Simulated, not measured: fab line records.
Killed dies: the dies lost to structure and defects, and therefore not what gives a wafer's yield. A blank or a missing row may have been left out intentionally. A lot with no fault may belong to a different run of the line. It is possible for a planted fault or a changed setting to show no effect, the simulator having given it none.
Lot-split experiment / flow rit-cmos / route with 202 steps; 5 lots, 23 wafers read

## ABOUT THE SPLIT
At RIT_ACTIVE_ETCH_13 (etches Si3N4 in SF6, stops on SiO2, time 210 s, target depth 210 nm), the setting rf-w was moved away from the recipe's 125 W on 7 of the 23 wafers read, by -10.8% to +9.4%. All remaining wafers had this setting at the recipe value.

The reading comes from the split's own step.

## THE READING
NOVOLAK_of_ACTIVE_COAT_06.thk-nm (the simulator's own value, which no gauge read), in nm, at RIT_ACTIVE_ETCH_13 (etches Si3N4 in SF6, stops on SiO2, time 210 s, target depth 210 nm). The file gives no usual value for it. Across the 16 wafers here that went through the recipe, the average is 654.1 nm and the standard deviation 4.3 nm.

wafer=L074.1; tool, chamber at the split=rie-diel-04, 3; rf-w as run, W=125; against the recipe=recipe; NOVOLAK_of_ACTIVE_COAT_06.thk-nm, nm=651.8; against lot-mates on the recipe=-
wafer=L074.3; tool, chamber at the split=rie-diel-04, 1; rf-w as run, W=125; against the recipe=recipe; NOVOLAK_of_ACTIVE_COAT_06.thk-nm, nm=648.2; against lot-mates on the recipe=-
wafer=L074.4; tool, chamber at the split=rie-diel-04, 3; rf-w as run, W=111.5; against the recipe=-10.8%; NOVOLAK_of_ACTIVE_COAT_06.thk-nm, nm=675.2; against lot-mates on the recipe=+25.2
wafer=L074.5; tool, chamber at the split=rie-diel-04, 1; rf-w as run, W=125; against the recipe=recipe; NOVOLAK_of_ACTIVE_COAT_06.thk-nm, nm=650; against lot-mates on the recipe=-
wafer=L074.6; tool, chamber at the split=rie-diel-04, 2; rf-w as run, W=111.5; against the recipe=-10.8%; NOVOLAK_of_ACTIVE_COAT_06.thk-nm, nm=674.8; against lot-mates on the recipe=+24.8
wafer=L075.1; tool, chamber at the split=rie-diel-02, 0; rf-w as run, W=136.8; against the recipe=+9.4%; NOVOLAK_of_ACTIVE_COAT_06.thk-nm, nm=632.2; against lot-mates on the recipe=-22.3
wafer=L075.2; tool, chamber at the split=rie-diel-02, 1; rf-w as run, W=125; against the recipe=recipe; NOVOLAK_of_ACTIVE_COAT_06.thk-nm, nm=650; against lot-mates on the recipe=-
wafer=L075.3; tool, chamber at the split=rie-diel-02, 3; rf-w as run, W=125; against the recipe=recipe; NOVOLAK_of_ACTIVE_COAT_06.thk-nm, nm=659.6; against lot-mates on the recipe=-
wafer=L075.4; tool, chamber at the split=rie-diel-02, 2; rf-w as run, W=136.8; against the recipe=+9.4%; NOVOLAK_of_ACTIVE_COAT_06.thk-nm, nm=629.5; against lot-mates on the recipe=-25.0
wafer=L075.6; tool, chamber at the split=rie-diel-02, 3; rf-w as run, W=125; against the recipe=recipe; NOVOLAK_of_ACTIVE_COAT_06.thk-nm, nm=654; against lot-mates on the recipe=-
wafer=L078.2; tool, chamber at the split=rie-diel-03, 1; rf-w as run, W=125; against the recipe=recipe; NOVOLAK_of_ACTIVE_COAT_06.thk-nm, nm=649.6; against lot-mates on the recipe=-
wafer=L078.3; tool, chamber at the split=rie-diel-03, 2; rf-w as run, W=125; against the recipe=recipe; NOVOLAK_of_ACTIVE_COAT_06.thk-nm, nm=663.1; against lot-mates on the recipe=-
wafer=L078.4; tool, chamber at the split=rie-diel-03, 3; rf-w as run, W=125; against the recipe=recipe; NOVOLAK_of_ACTIVE_COAT_06.thk-nm, nm=652.2; against lot-mates on the recipe=-
wafer=L078.5; tool, chamber at the split=rie-diel-03, 1; rf-w as run, W=125; against the recipe=recipe; NOVOLAK_of_ACTIVE_COAT_06.thk-nm, nm=651.1; against lot-mates on the recipe=-
wafer=L078.6; tool, chamber at the split=rie-diel-03, 0; rf-w as run, W=125; against the recipe=recipe; NOVOLAK_of_ACTIVE_COAT_06.thk-nm, nm=662.8; against lot-mates on the recipe=-
wafer=L081.1; tool, chamber at the split=rie-diel-04, 1; rf-w as run, W=125; against the recipe=recipe; NOVOLAK_of_ACTIVE_COAT_06.thk-nm, nm=655.9; against lot-mates on the recipe=-
wafer=L081.3; tool, chamber at the split=rie-diel-04, 3; rf-w as run, W=125; against the recipe=recipe; NOVOLAK_of_ACTIVE_COAT_06.thk-nm, nm=653.2; against lot-mates on the recipe=-
wafer=L081.4; tool, chamber at the split=rie-diel-04, 1; rf-w as run, W=116.5; against the recipe=-6.8%; NOVOLAK_of_ACTIVE_COAT_06.thk-nm, nm=671.6; against lot-mates on the recipe=+17.1
wafer=L081.5; tool, chamber at the split=rie-diel-04, 3; rf-w as run, W=116.5; against the recipe=-6.8%; NOVOLAK_of_ACTIVE_COAT_06.thk-nm, nm=670.5; against lot-mates on the recipe=+16.0
wafer=L081.6; tool, chamber at the split=rie-diel-04, 2; rf-w as run, W=116.5; against the recipe=-6.8%; NOVOLAK_of_ACTIVE_COAT_06.thk-nm, nm=669.8; against lot-mates on the recipe=+15.2
wafer=L084.3; tool, chamber at the split=rie-diel-02, 3; rf-w as run, W=125; against the recipe=recipe; NOVOLAK_of_ACTIVE_COAT_06.thk-nm, nm=656; against lot-mates on the recipe=-
wafer=L084.4; tool, chamber at the split=rie-diel-02, 2; rf-w as run, W=125; against the recipe=recipe; NOVOLAK_of_ACTIVE_COAT_06.thk-nm, nm=654.2; against lot-mates on the recipe=-
wafer=L084.6; tool, chamber at the split=rie-diel-02, 3; rf-w as run, W=125; against the recipe=recipe; NOVOLAK_of_ACTIVE_COAT_06.thk-nm, nm=653.8; against lot-mates on the recipe=-

THE FIT
A straight line over all 23 wafers: NOVOLAK_of_ACTIVE_COAT_06.thk-nm changes by -2.24 nm for each +1% of rf-w; r = -0.94; the points scatter about the line by 4 nm.
The same after taking each lot's own level away (the mean of its wafers on the recipe; 23 wafers): -2.4 nm for each +1%; r = -0.96; scatter 3.4 nm.
The reading moves by 26 nm for the largest change in rf-w, on that fit.
The span of the lots' own levels, 650.00 to 655.76 nm, comes to 1.3 times the standard deviation stated above.
So the lot-to-lot level changes the slope little: the two slopes agree.
Check: +25.9 nm against its lot-mates is what the line predicts for one of the wafers moved furthest among these (-10.8%) when that wafer is left out of the fit. Against them it came out at +25.2 nm.

## THE OTHER SPLITS THESE WAFERS WENT THROUGH
Before the reading, these wafers also passed through other splits. Each is held against what the fit with the lots' levels taken away leaves over:
other split on the same wafers=RIT_ACTIVE_CVD_03 pressure-mtorr; wafers away from the commonest value=18; r with NOVOLAK_of_ACTIVE_COAT_06.thk-nm (lot level and that fit taken away)=-0.04
other split on the same wafers=RIT_ACTIVE_EXPOSE_08 dose-mj; wafers away from the commonest value=5; r with NOVOLAK_of_ACTIVE_COAT_06.thk-nm (lot level and that fit taken away)=-0.08

## FILE'S OWN FIT
NOVOLAK_of_ACTIVE_COAT_06.thk-nm changes by -2.39 nm for each +1% of rf-w, r = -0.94.
